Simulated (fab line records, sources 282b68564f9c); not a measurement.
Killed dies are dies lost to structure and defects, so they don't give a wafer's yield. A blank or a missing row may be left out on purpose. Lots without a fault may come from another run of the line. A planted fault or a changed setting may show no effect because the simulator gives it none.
A struck lot beside a sound one | flow rit_cmos | 44 steps out of a route of 202
Sound: wafers L736.3, L736.4, L736.5. Struck: wafers L745.1, L745.2, L745.3. The cause comes at the end.
At each step with rows: each side's tool, then ch and its chambers, then its first start. Under that, the readings that differ: sound wafers | struck wafers | difference of the means | sigmas: that difference in standard deviations of wafers without a fault.
alike: readings whose means differ by less than 2 such deviations, and words and numbers that are the same on both sides. not compared: withheld readings, readings that some wafer has no value for, bounds like >300 that may hide the same value, and numbers for which the record gives no deviation and whose values overlap.
The two part at a step that has a row with sigmas, a row that says differs or no value, or rows on one side only. Numbers that don't overlap but have no deviation are shown without sigmas and don't part them. A reading that every wafer of one side lacks parts them only if that side has two wafers or more.

first, 1 step without rows for these wafers: RIT_PRETRO_IMPLANT_08.
RIT_PRETRO_STRIP_09: strips in O2, time 180 s.
  sound on plasma_asher-03 ch 0,1, day 3 04:25; struck on plasma_asher-01 ch 0,1, day 5 03:58
  alike: drypump_motor_current_A
  not compared: rf_hours_counter_h
RIT_PRETRO_TW_MEAS_10:
  sound on film_metro-03, day 3 04:34; struck on film_metro-01, day 5 04:09
  alike: PRETRO_TW
then, 5 steps without rows for these wafers: RIT_GATE_WET_ETCH_00 (etches SiO2 in BOE, target depth 56 nm, time 60 s); RIT_GATE_CLEAN_01 (cleans in SC1, time 600 s); RIT_GATE_CLEAN_02 (cleans in dHF, time 30 s); RIT_GATE_CLEAN_03 (cleans in SC2, time 600 s); RIT_GATE_CLEAN_04 (cleans in dHF, time 60 s).
RIT_FOX2_THK_MEAS_91:
  sound on film_metro-01, day 3 05:02; struck on film_metro-01, day 5 04:38
  alike: FIELD_OXIDE_LEFT_2_THK
then, 2 steps without rows for these wafers: RIT_GATE_OXIDATION_05 (target thk 3 nm, ox time 270 s); RIT_GATE_ANNEAL_06 (time 600 s).
RIT_GATE_THK_MEAS_07:
  sound on film_metro-01, day 3 06:25; struck on film_metro-01, day 5 07:23
  alike: GATE_OXIDE_THK
RIT_GATE_CVD_08: deposits poly-Si from SiH4, target thk 250 nm, time 2220 s.
  sound on lpcvd-02 ch 0, day 3 06:28; struck on lpcvd-01 ch 0, day 5 07:26
  reading                                  | sound             | struck            | difference | sigmas
  model.poly-Si_of_GATE_CVD_08.thk_nm (nm) | 248.5 249.7 246.8 | 264.6 265.1 263.7 | +16.1      |
  alike: spike_tc_centre_C
RIT_GATE_THK_MEAS_09:
  sound on film_metro-02, day 3 08:06; struck on film_metro-02, day 5 09:04
  reading            | sound             | struck            | difference | sigmas
  GATE_POLY_THK (nm) | 248.6 249.5 246.9 | 264.7 265.1 263.6 | +16.1      | +7
then, 6 steps without rows for these wafers: RIT_GATE_HMDS_10 (prime time 60 s); RIT_GATE_COAT_11 (resist thk 850 nm); RIT_GATE_SOFTBAKE_12 (time 60 s); RIT_GATE_EXPOSE_13 (exposes mask M6, target cd 150 nm); RIT_GATE_PEB_14; RIT_GATE_DEVELOP_15 (develop time 50 s).
RIT_GATE_CD_MEAS_16: target cd 150 nm.
  sound on cd_sem-01, day 3 09:29; struck on cd_sem-01, day 5 09:58
  alike: cd_nm
RIT_GATE_OVL_MEAS_17:
  sound on overlay-02, day 3 09:35; struck on overlay-02, day 5 10:05
  alike: GATE_OVL
then, 1 step without rows for these wafers: RIT_GATE_HARDBAKE_18 (time 60 s).
RIT_GATE_ETCH_19: etches poly-Si in SF6/CHF3/O2, stops on SiO2, time 165 s, target depth 312.5 nm.
  sound on rie_si-02 ch 1,2,3, day 3 09:45; struck on rie_si-01 ch 0,1,2, day 5 10:16
  reading                          | sound             | struck            | difference | sigmas
  oes_product_au (a.u.)            | 0.850 0.845 0.830 | 0.862 0.887 0.881 | +0.035     | +2
  model.etch.depth_nm (nm)         | 248.5 249.7 246.8 | 264.6 265.1 263.7 | +16.1      |
  model.GATE.feature_depth_nm (nm) | 248.5 249.7 246.8 | 264.6 265.1 263.7 | +16.1      |
  alike: drypump_motor_current_A, throttle_valve_pct
  not compared: rf_hours_counter_h
RIT_GATE_STRIP_20: strips in O2, time 180 s.
  sound on plasma_asher-02 ch 0,1, day 3 09:55; struck on plasma_asher-02 ch 0,1, day 5 10:23
  alike: drypump_motor_current_A
  not compared: rf_hours_counter_h
RIT_GATE_CD_MEAS_90: target cd 150 nm.
  sound on cd_sem-01, day 3 10:05; struck on cd_sem-01, day 5 10:33
  alike: cd_nm
then, 4 steps without rows for these wafers: RIT_REOX_CLEAN_00 (cleans in SC1, time 600 s); RIT_REOX_CLEAN_01 (cleans in dHF, time 30 s); RIT_REOX_CLEAN_02 (cleans in SC2, time 600 s); RIT_REOX_OXIDATION_03 (target thk 25.2 nm, ox time 5580 s).
RIT_REOX_THK_MEAS_04:
  sound on film_metro-03, day 3 13:46; struck on film_metro-04, day 5 13:36
  alike: REOX_OXIDE_THK
then, 6 steps without rows for these wafers: RIT_NLDD_HMDS_00 (prime time 60 s); RIT_NLDD_COAT_01 (resist thk 1000 nm); RIT_NLDD_SOFTBAKE_02 (time 60 s); RIT_NLDD_EXPOSE_03 (exposes mask M7, target cd 40700 nm); RIT_NLDD_PEB_04; RIT_NLDD_DEVELOP_05 (develop time 50 s).
RIT_NLDD_OVL_MEAS_06:
  sound on overlay-01, day 3 14:55; struck on overlay-02, day 5 14:38
  alike: NLDD_OVL
then, 2 steps without rows for these wafers: RIT_NLDD_HARDBAKE_07 (time 60 s); RIT_NLDD_IMPLANT_08.
RIT_NLDD_STRIP_09: strips in O2, time 180 s.
  sound on plasma_asher-01 ch 0,1, day 3 15:18; struck on plasma_asher-04 ch 0,1, day 5 15:05
  alike: drypump_motor_current_A
  not compared: rf_hours_counter_h
RIT_NLDD_TW_MEAS_10:
  sound on film_metro-04, day 3 15:26; struck on film_metro-01, day 5 15:16
  alike: NLDD_TW
RIT_SDANNEAL_CLEAN_02: cleans in SC2, time 600 s.
  sound on wet_bench-03 ch 1, day 3 22:50; struck on wet_bench-04 ch 3, day 5 23:29
  reading                                  | sound           | struck            | difference | sigmas
  model.poly-Si_of_GATE_CVD_08.thk_nm (nm) | 162 162.2 160.2 | 176.9 178.4 177.4 | +16.1      |
RIT_M1_PROBE_99:
  sound on prober-01, day 4 07:11; struck on prober-02, day 6 07:12
  reading                                          | sound               | struck               | difference | sigmas
  model.etest.poly_comb_over_steps.leak_log10_a_um | -12.78 -12.84 -12.8 | -11.15 -11.37 -10.88 | +1.67      |
  alike: killed_at_contacts, killed_at_front_end, killed_dies, killed_open, killed_short

WHERE THEY PART
First at RIT_GATE_THK_MEAS_09; last, within this record, at RIT_GATE_ETCH_19. Later steps at which nothing parts them and some readings are alike: RIT_GATE_STRIP_20, RIT_GATE_CD_MEAS_90, RIT_REOX_THK_MEAS_04, RIT_NLDD_OVL_MEAS_06, RIT_NLDD_STRIP_09, RIT_NLDD_TW_MEAS_10, RIT_M1_PROBE_99.

WHY: what the simulator had put in
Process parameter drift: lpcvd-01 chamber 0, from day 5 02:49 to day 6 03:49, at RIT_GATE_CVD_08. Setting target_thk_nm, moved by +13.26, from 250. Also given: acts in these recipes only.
